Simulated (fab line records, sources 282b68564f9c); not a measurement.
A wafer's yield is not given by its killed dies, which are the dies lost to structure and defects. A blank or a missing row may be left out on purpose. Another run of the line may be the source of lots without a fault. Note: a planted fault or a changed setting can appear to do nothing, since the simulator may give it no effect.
What tool caused it? ; flow rit-cmos ; 42 wafers from 14 lots sampled at 5 of the route's 202 steps

## WHAT THE GAUGES SHOWED, per wafer
RIT_ACTIVE_BOW_MEAS_00. Usual: INCOMING_BOW typically reads 0 um, with standard deviation 5.9.
lot;measured;on;INCOMING_BOW (um);flag
L144;day 1 10:04;film-metro-04;-2 -7 -1;
L145;day 1 15:01;film-metro-04;0 1 -4;
L146;day 1 20:01;film-metro-03;1 2 2;
L148;day 2 06:00;film-metro-04;-9 -6 6;
L149;day 2 11:00;film-metro-03;3 4 6;
L150;day 2 16:02;film-metro-03;-2 8 5;
L151;day 2 21:01;film-metro-02;1 7 -4;
L155;day 3 17:00;film-metro-04;1 2 -3;
L156;day 3 22:02;film-metro-02;9 -3 2;
L157;day 4 03:01;film-metro-02;-4 -8 -17;
L162;day 5 04:01;film-metro-03;4 -6 -1;
L165;day 5 19:01;film-metro-04;1 -8 -6;
L166;day 6 00:00;film-metro-03;0 0 5;
L167;day 6 05:00;film-metro-03;5 -8 5;

RIT_PRETRO_OVL_MEAS_06. Usual: PRETRO_OVL typically reads -0.1 nm, with standard deviation 1.4.
lot;measured;on;PRETRO_OVL (nm);flag
L144;day 2 06:49;overlay-02;1.6 0.5 1.5;
L145;day 2 12:47;overlay-02;-1.3 -2.0 -0.1;
L146;day 2 17:20;overlay-01;2.1 1.9 1.6;
L148;day 3 04:25;overlay-01;1.1 2.1 1.2;
L149;day 3 09:52;overlay-02;0.9 -0.3 1.3;
L150;day 3 15:03;overlay-01;0.1 0.8 0.6;
L151;day 3 18:02;overlay-01;-2.2 0.1 0.5;
L155;day 4 16:41;overlay-01;-0.3 -0.2 0.9;
L156;day 4 22:43;overlay-02;-2.1 -2.9 -3.5;
L157;day 4 23:28;overlay-01;-1.5 -1.6 -0.6;
L162;day 6 02:28;overlay-01;-0.5 -0.1 -0.5;
L165;day 6 18:34;overlay-02;-0.1 0.8 -1.1;
L166;day 7 00:34;overlay-01;-0.1 1.2 0.7;
L167;day 7 05:24;overlay-01;0.1 0.5 3.1;

RIT_M1_CD_MEAS_09 targets a cd of 2600 nm. Usual: 2599.3 nm for cd-nm, sd 2.8.
lot;measured;on;cd-nm (nm);flag
L144;day 3 06:41;cd-sem-01;2598.0 2598.4 2596.8;
L145;day 3 13:13;cd-sem-01;2603.6 2602.9 2600.8;
L146;day 3 16:47;cd-sem-01;2598.6 2602.3 2600.9;
L148;day 4 03:44;cd-sem-01;2601.6 2602.9 2598.8;
L149;day 4 12:19;cd-sem-01;2603.7 2604.5 2602.6;
L150;day 4 15:43;cd-sem-02;2600.3 2598.6 2600.4;
L151;day 4 19:10;cd-sem-02;2603.0 2601.0 2600.0;
L155;day 5 19:14;cd-sem-02;- - -;OFF
L156;day 5 23:10;cd-sem-02;- - -;OFF
L157;day 6 00:56;cd-sem-02;2598.9 2601.6 2600.2;
L162;day 7 04:11;cd-sem-02;2593.6 2593.7 2593.8;
L165;day 7 18:32;cd-sem-02;2604.0 2601.9 2603.2;
L166;day 8 00:53;cd-sem-01;2601.7 2599.8 2600.7;
L167;day 8 06:33;cd-sem-01;2599.5 2600.6 2597.3;

RIT_M1_BOW_MEAS_16. Usual: M1_BOW typically reads 17 um, with standard deviation 6.2.
lot;measured;on;M1_BOW (um);flag
L144;day 3 09:44;film-metro-02;14 8 13;
L145;day 3 16:29;film-metro-02;21 19 15;
L146;day 3 19:34;film-metro-03;20 20 20;
L148;day 4 06:28;film-metro-03;6 10 22;
L149;day 4 15:19;film-metro-04;21 21 23;
L150;day 4 18:33;film-metro-03;18 28 26;
L151;day 4 22:44;film-metro-02;15 20 11;
L155;day 5 22:33;film-metro-02;16 16 11;
L156;day 6 02:29;film-metro-04;29 16 19;
L157;day 6 04:17;film-metro-03;13 11 0;
L162;day 7 06:58;film-metro-02;21 12 16;
L165;day 7 21:21;film-metro-04;19 9 11;
L166;day 8 03:26;film-metro-02;19 20 22;
L167;day 8 09:30;film-metro-02;23 9 24;

## EACH LOT AND THE TOOL THAT RAN IT (in order: tool; ch and the chambers of the sampled wafers; start)
lot;RIT_M1_COAT_04
L144;litho-track-01 ch 0, day 3 05:58
L145;litho-track-01 ch 0, day 3 12:22
L146;litho-track-01 ch 0, day 3 16:04
L148;litho-track-03 ch 0, day 4 02:53
L149;litho-track-01 ch 0, day 4 11:28
L150;litho-track-03 ch 0, day 4 14:59
L151;litho-track-01 ch 0, day 4 18:26
L155;litho-track-02, day 5 18:17
L156;litho-track-01, day 5 22:19
L157;litho-track-03 ch 0, day 6 00:13
L162;litho-track-02 ch 0, day 7 03:22
L165;litho-track-02 ch 0, day 7 17:37
L166;litho-track-03 ch 0, day 8 00:09
L167;litho-track-03 ch 0, day 8 05:49
- RIT_M1_COAT_04: resist thk 1300 nm.

## AS READ BY THE TOOLS THEMSELVES (means over the sampled wafers that have a number; for cases with no such wafer, the mark the record gives instead)
RIT_M1_COAT_04. Usual: chill-plate-temp-C 22.98 C, standard deviation 0.1; dispense-pressure-kPa 48.2 kPa, standard deviation 1.5.
lot;tool;chill-plate-temp-C (C);dispense-pressure-kPa (kPa);flag
L144;litho-track-01;22.93;50.4;
L145;litho-track-01;23.06;50.3;
L146;litho-track-01;23.07;50.4;
L148;litho-track-03;22.98;46.6;
L149;litho-track-01;23.02;50.3;
L150;litho-track-03;22.97;46.7;
L151;litho-track-01;22.96;50.3;
L155;litho-track-02;-;-;OFF
L156;litho-track-01;-;-;OFF
L157;litho-track-03;22.92;46.7;
L162;litho-track-02;22.98;48.0;
L165;litho-track-02;22.93;48.0;
L166;litho-track-03;22.82;46.7;
L167;litho-track-03;22.93;46.7;

## THE ANSWER, worked out from the rows above alone
Rule: a lot counts as off when the mean over its wafers that have a number is more than 3 standard deviations away from the usual mean. A lot without any number at a reading at which 4 lots or more have one is off too. The other lots that the step has rows for count as sound. After the gauges, taken in route order, come the tools' own readings; for these a lot's mean is taken, as printed above. The first step at which some lot is off is used, and at that step the reading that is off furthest; a lot without a number counts as furthest.
Off at RIT_M1_CD_MEAS_09 (cd-nm): L155, L156. Without a number there: L155, L156.
A tool fits if, at a process step before that reading, it ran every lot that is off, and no sound lot after the first of them. Not tried: the gauges at RIT_M1_CD_MEAS_09; whatever is off there is also off at RIT_M1_COAT_04, on other tools, and gauge error can't account for it. Not one of the candidates tried fits.

## WHAT WAS PUT IN BY THE SIMULATOR
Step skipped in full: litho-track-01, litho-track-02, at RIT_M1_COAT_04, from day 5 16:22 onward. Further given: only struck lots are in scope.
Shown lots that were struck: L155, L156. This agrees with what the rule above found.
